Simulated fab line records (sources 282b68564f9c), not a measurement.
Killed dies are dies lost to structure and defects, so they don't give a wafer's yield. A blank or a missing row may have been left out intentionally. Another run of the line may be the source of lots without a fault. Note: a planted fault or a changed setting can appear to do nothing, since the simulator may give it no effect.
Chamber matching ; flow rit-cmos ; RIT_ACTIVE_ETCH_13 on rie-diel-01: 4 sister chambers
The step etches Si3N4 in SF6, stops on SiO2, time 210 s, target depth 210 nm. 8 wafers are shown with their chamber, then 9 later ones without.

WAFERS WITH THEIR CHAMBER
wafer;chamber;throttle-valve-pct (%);drypump-motor-current-A (A)
L314.5;0;7.32;5.8
L316.5;0;7.32;5.7
L317.6;2;7.30;5.6
L321.2;1;7.62;5.5
L321.4;2;7.29;5.6
L326.1;3;7.71;5.7
L326.4;1;7.61;5.5
L326.5;3;7.70;5.7

WAFERS WITHOUT THEIR CHAMBER
wafer;throttle-valve-pct (%);drypump-motor-current-A (A)
L329.2;7.70;5.6
L329.3;7.62;5.4
L329.5;7.29;5.6
L332.2;7.29;5.7
L332.5;7.29;5.6
L332.6;7.71;5.6
L333.1;7.32;5.7
L333.3;7.71;5.7
L333.4;7.63;5.5

CHAMBER TAKEN BY EACH
wafer;from the rows above;in truth
L329.2;3;3
L329.3;1;1
L329.5;2;2
L332.2;2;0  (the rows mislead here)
L332.5;2;2
L332.6;3;3
L333.1;0;0
L333.3;3;3
L333.4;1;1
Correctly placed: 8 of 9. Left unplaced by these rows: 0. 1 placed wrongly.
How it was worked out, from the rows above alone: a wafer's distance from a chamber is the root of the sum, over the readings, of the square of ((its reading less the chamber's mean) divided by the reading's scatter). The wafer belongs to the nearest chamber; if the next one is less than 2 further off, it can't be placed. A chamber's mean is the mean of its shown wafers. The scatter: the root of (the sum of the squares of (reading less its chamber's mean) over the shown wafers, divided by (wafers less chambers)).
